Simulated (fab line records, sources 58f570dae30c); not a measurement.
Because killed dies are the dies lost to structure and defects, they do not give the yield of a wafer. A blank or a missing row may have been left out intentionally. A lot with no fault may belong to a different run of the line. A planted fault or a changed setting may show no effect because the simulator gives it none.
Which of the tools did it? -- flow berkeleyCmos170 -- 13 lots with 39 wafers sampled at 6 steps, on a route of 331 steps

== WHAT THE GAUGES SHOWED, per wafer ==
UCB170_START_BOW_MEAS_00.
lot,measured,on,INCOMING_BOW (um)
L130,day 1 10:01,filmMetro-03,6 5 -13
L131,day 1 15:01,filmMetro-04,2 2 -6
L133,day 2 01:00,filmMetro-04,-9 0 -2
L136,day 2 16:00,filmMetro-01,1 11 -3
L137,day 2 21:01,filmMetro-03,-1 -1 5
L139,day 3 07:00,filmMetro-03,4 -4 -11
L140,day 3 12:02,filmMetro-01,-2 -9 -5
L145,day 4 13:01,filmMetro-04,0 0 -1
L146,day 4 18:01,filmMetro-03,10 4 7
L150,day 5 14:02,filmMetro-01,10 6 8
L151,day 5 19:00,filmMetro-03,-6 8 -6
L152,day 6 00:04,filmMetro-04,-1 -1 6
L153,day 6 05:00,filmMetro-04,3 -11 -9

UCB170_NWELL_THK_MEAS_02.
lot,measured,on,NWELL_OXIDE_THK (nm)
L130,day 2 07:13,filmMetro-02,26.4 26.4 26.7
L131,day 2 07:13,filmMetro-04,26.9 26.7 26.9
L133,day 2 14:08,filmMetro-02,27.3 26.9 26.7
L136,day 3 07:31,filmMetro-02,26.2 26.5 26.6
L137,day 3 13:36,filmMetro-02,26.4 26.6 26.1
L139,day 4 02:08,filmMetro-04,26.1 26.6 26.3
L140,day 4 02:10,filmMetro-01,27.0 27.3 27.3
L145,day 5 10:50,filmMetro-02,25.7 26.3 26.0
L146,day 5 16:11,filmMetro-04,26.6 26.6 26.4
L150,day 6 12:30,filmMetro-02,26.1 25.8 25.8
L151,day 6 20:49,filmMetro-04,26.7 26.5 26.2
L152,day 6 20:50,filmMetro-02,25.9 26.4 26.2
L153,day 6 20:49,filmMetro-01,26.4 26.6 25.9

UCB170_PWELL_THK_MEAS_06.
lot,measured,on,PWELL_NITRIDE_THK (nm)
L130,day 3 10:41,filmMetro-03,216.1 217.5 218.1
L131,day 3 10:41,filmMetro-02,223.7 223.0 223.4
L133,day 3 14:19,filmMetro-03,220.1 219.1 217.9
L136,day 4 11:09,filmMetro-01,219.3 219.6 220.3
L137,day 4 19:13,filmMetro-03,221.4 221.4 222.3
L139,day 5 05:33,filmMetro-02,220.3 219.1 221.2
L140,day 5 05:34,filmMetro-03,216.5 216.2 217.7
L145,day 6 16:55,filmMetro-02,221.5 222.1 219.8
L146,day 7 00:27,filmMetro-02,179.5 181.8 181.4
L150,day 7 21:41,filmMetro-01,218.1 217.8 219.8
L151,day 8 03:40,filmMetro-02,221.4 222.0 222.0
L152,day 8 03:42,filmMetro-03,220.2 220.1 219.3
L153,day 8 03:40,filmMetro-01,221.8 222.9 224.3

UCB170_M2_OVL_MEAS_16.
lot,measured,on,M2_OVL (nm)
L130,day 9 06:24,overlay-01,-2 -1 -1
L131,day 9 04:42,overlay-02,5 3 0
L133,day 9 06:05,overlay-01,-6 2 0
L136,day 10 06:10,overlay-01,0 -5 -2
L137,day 10 18:08,overlay-01,-5 -12 0
L139,day 11 04:14,overlay-01,-2 0 -4
L140,day 11 03:43,overlay-02,-5 -5 -5
L145,day 12 10:25,overlay-02,5 1 -8
L146,day 12 16:36,overlay-02,6 -4 -4
L150,day 13 16:50,overlay-01,-7 -8 1
L151,day 13 13:47,overlay-02,2 -3 -11
L152,day 14 05:12,overlay-01,-5 -9 -3
L153,day 13 15:46,overlay-02,-1 -7 -8

== TOOL THAT RAN EACH LOT (tool first, then ch and the chambers of the sampled wafers, then the start) ==
lot,UCB170_PWELL_CVD_05,UCB170_PWELL_ETCH_14
L130,"lpcvd-01 ch 0, day 3 08:46","rieDiel-03 ch 1,2,3, day 3 12:10"
L131,"lpcvd-01 ch 0, day 3 08:46","rieDiel-02 ch 0,2,3, day 3 11:53"
L133,"lpcvd-02 ch 1, day 3 12:21","rieDiel-03 ch 1,3, day 3 15:40"
L136,"lpcvd-01 ch 0, day 4 09:14","rieDiel-01 ch 0,2,3, day 4 12:13"
L137,"lpcvd-01 ch 1, day 4 17:17","rieDiel-01 ch 1,2,3, day 4 20:18"
L139,"lpcvd-02 ch 1, day 5 03:38","rieDiel-01 ch 0,2,3, day 5 06:44"
L140,"lpcvd-02 ch 0, day 5 03:38","rieDiel-03 ch 1,3, day 5 06:37"
L145,"lpcvd-02 ch 1, day 6 14:59","rieDiel-03 ch 1,2,3, day 6 17:50"
L146,"lpcvd-02 ch 0, day 6 22:31","rieDiel-03 ch 0,1,2, day 7 01:45"
L150,"lpcvd-02 ch 1, day 7 19:45","rieDiel-02 ch 0,2,3, day 7 22:50"
L151,"lpcvd-02 ch 1, day 8 01:45","rieDiel-02 ch 0,1, day 8 04:44"
L152,"lpcvd-02 ch 1, day 8 01:45","rieDiel-03 ch 1,2,3, day 8 04:58"
L153,"lpcvd-02 ch 1, day 8 01:45","rieDiel-01 ch 0,1,2, day 8 04:51"
- UCB170_PWELL_CVD_05: deposits Si3N4 from SiH2Cl2/NH3, target thk 220 nm, time 3300 s.
- UCB170_PWELL_ETCH_14: etches Si3N4 in CH3F/Ar/O2, stops on SiO2, target depth 242 nm, time 151 s.

== WHAT THE TOOLS THEMSELVES READ (means of the sampled wafers that have a number; where no wafer has one, the mark that the record gives instead) ==
UCB170_PWELL_CVD_05.
lot,tool,nh3FlowSccm (sccm),pressureMtorr (mTorr),zonePowerLoadPct (%),zonePowerSourcePct (%)
L130,lpcvd-01,74.76,199.8,21.2,20.1
L131,lpcvd-01,75.15,200.2,21.4,20.0
L133,lpcvd-02,74.90,200.3,24.1,18.8
L136,lpcvd-01,74.88,200.0,21.3,20.2
L137,lpcvd-01,75.23,199.9,20.5,16.0
L139,lpcvd-02,75.16,200.5,23.7,18.8
L140,lpcvd-02,75.08,200.7,20.3,21.5
L145,lpcvd-02,74.92,200.6,23.7,18.7
L146,lpcvd-02,74.93,100.1,20.3,21.2
L150,lpcvd-02,75.00,199.8,23.7,18.9
L151,lpcvd-02,75.21,199.6,23.7,18.8
L152,lpcvd-02,75.23,199.5,23.8,18.8
L153,lpcvd-02,74.93,200.1,23.7,18.9

UCB170_PWELL_ETCH_14.
lot,tool,drypumpMotorCurrentA (A),oesProductAu (a.u.),throttleValvePct (%)
L130,rieDiel-03,6.0,0.952,8.05
L131,rieDiel-02,6.2,0.959,8.10
L133,rieDiel-03,5.7,0.959,8.06
L136,rieDiel-01,6.0,0.931,7.93
L137,rieDiel-01,5.7,0.942,7.94
L139,rieDiel-01,6.0,0.936,7.94
L140,rieDiel-03,5.9,0.938,8.08
L145,rieDiel-03,6.0,0.950,8.06
L146,rieDiel-03,5.9,0.844,8.09
L150,rieDiel-02,6.2,0.943,8.10
L151,rieDiel-02,6.4,0.954,7.98
L152,rieDiel-03,6.0,0.943,8.06
L153,rieDiel-01,5.8,0.946,7.86

== THE ANSWER, worked out from the rows above alone ==
Rule: the usual values come from the lots themselves. The widest of any qualifying gaps counts: lots, ordered by their means at a reading, are off when they make up no more than a third of the lots, leave a main group of 4 or more, and stand apart from it by 3 or more times the standard deviation of that group's means. A main group is skipped when, at the precision printed for the reading in the tables above, its means are all equal. A lot without any number at a reading at which 4 lots or more have one is off too. The other lots that the step has rows for count as sound. Order of review: gauges by route order, followed by the tools' own readings, for which a lot's mean as printed above is used. At the first step where some lot is off, the reading lying furthest off is the one used; lots without a number count as furthest.
Off: L146, at UCB170_PWELL_THK_MEAS_06 (PWELL_NITRIDE_THK). For the main group the mean is 220.2 nm and the standard deviation 2.
If a tool, at a process step before that reading, ran all the lots that are off and no sound lot after the first of them, it fits. The gauges at UCB170_PWELL_THK_MEAS_06 aren't tried: what is off there is off at UCB170_PWELL_CVD_05 too, on other tools, and a gauge's error can't cause that. No candidate that was tried fits.

== WHAT HAD BEEN PUT IN BY THE SIMULATOR ==
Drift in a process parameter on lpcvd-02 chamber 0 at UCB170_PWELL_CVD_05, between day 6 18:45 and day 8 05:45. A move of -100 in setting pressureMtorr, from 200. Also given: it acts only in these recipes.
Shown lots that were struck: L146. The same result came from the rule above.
